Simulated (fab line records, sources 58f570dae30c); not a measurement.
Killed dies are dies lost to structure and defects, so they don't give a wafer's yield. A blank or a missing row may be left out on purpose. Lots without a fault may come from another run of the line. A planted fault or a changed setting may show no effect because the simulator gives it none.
Which tool did it? | flow berkeley_cmos170 | 7 lots, 21 wafers sampled, at 4 steps of a route of 331

WHAT THE GAUGES READ, wafer by wafer
UCB170_ACTIVE_THK_MEAS_03.
lot  | measured    | on            | ACTIVE_OXIDE_THK (nm)
L415 | day 4 20:53 | film_metro-01 | 26.3 26.0 25.8
L418 | day 5 08:14 | film_metro-03 | 26.9 26.8 26.6
L423 | day 6 15:17 | film_metro-04 | 26.7 26.7 26.7
L422 | day 7 04:04 | film_metro-01 | 26.4 26.6 26.4
L430 | day 7 20:34 | film_metro-03 | 26.3 26.7 26.8
L432 | day 8 16:58 | film_metro-01 | 25.7 26.4 26.1
L436 | day 9 08:11 | film_metro-01 | 26.3 26.4 26.3

WHICH TOOL RAN EACH LOT (tool, then ch and the chambers of the sampled wafers, then the start)
lot  | UCB170_NWELL_COAT_07             | UCB170_NWELL_STRIP_15               | UCB170_PWELL_STRIP_16
L415 | litho_track-02 ch 0, day 2 22:58 | plasma_asher-03 ch 0,1, day 3 00:12 | plasma_asher-02 ch 0,1, day 3 23:20
L418 | litho_track-03 ch 0, day 3 14:11 | plasma_asher-03 ch 0,1, day 3 15:28 | plasma_asher-01 ch 0,1, day 4 12:13
L423 | litho_track-02 ch 0, day 4 19:43 | plasma_asher-02 ch 0,1, day 4 21:18 | plasma_asher-02 ch 0,1, day 5 16:42
L422 | litho_track-03 ch 0, day 4 20:31 | plasma_asher-02 ch 0,1, day 4 21:51 | plasma_asher-02 ch 0,1, day 5 22:41
L430 | litho_track-01 ch 0, day 6 01:29 | plasma_asher-03 ch 0,1, day 6 02:35 | plasma_asher-02 ch 0,1, day 6 21:17
L432 | litho_track-01 ch 0, day 6 14:17 | plasma_asher-02 ch 0,1, day 6 16:02 | plasma_asher-02 ch 0,1, day 7 16:38
L436 | litho_track-01 ch 0, day 7 08:46 | plasma_asher-02 ch 0,1, day 7 10:01 | plasma_asher-02 ch 0,1, day 8 05:42
- UCB170_NWELL_COAT_07: resist thk 900 nm.
- UCB170_NWELL_STRIP_15: strips in O2.
- UCB170_PWELL_STRIP_16: strips in O2.

THE ANSWER, worked out from the rows above alone
Rule: what is usual is taken from the lots themselves. Put in order of their means at a reading, lots are off if they are a third of the lots or fewer, leave a main group of 4 or more, and stand apart from it by a gap of 3 or more times the standard deviation of the main group's means; of several such gaps the widest counts. A main group whose means are all the same, to the digits that the tables above print for the reading, isn't used. A lot without any number at a reading at which 4 lots or more have one is off too. The other lots that the step has rows for count as sound.
No lot is off at any reading shown: from this, nothing can be told.

WHAT THE SIMULATOR HAD PUT IN
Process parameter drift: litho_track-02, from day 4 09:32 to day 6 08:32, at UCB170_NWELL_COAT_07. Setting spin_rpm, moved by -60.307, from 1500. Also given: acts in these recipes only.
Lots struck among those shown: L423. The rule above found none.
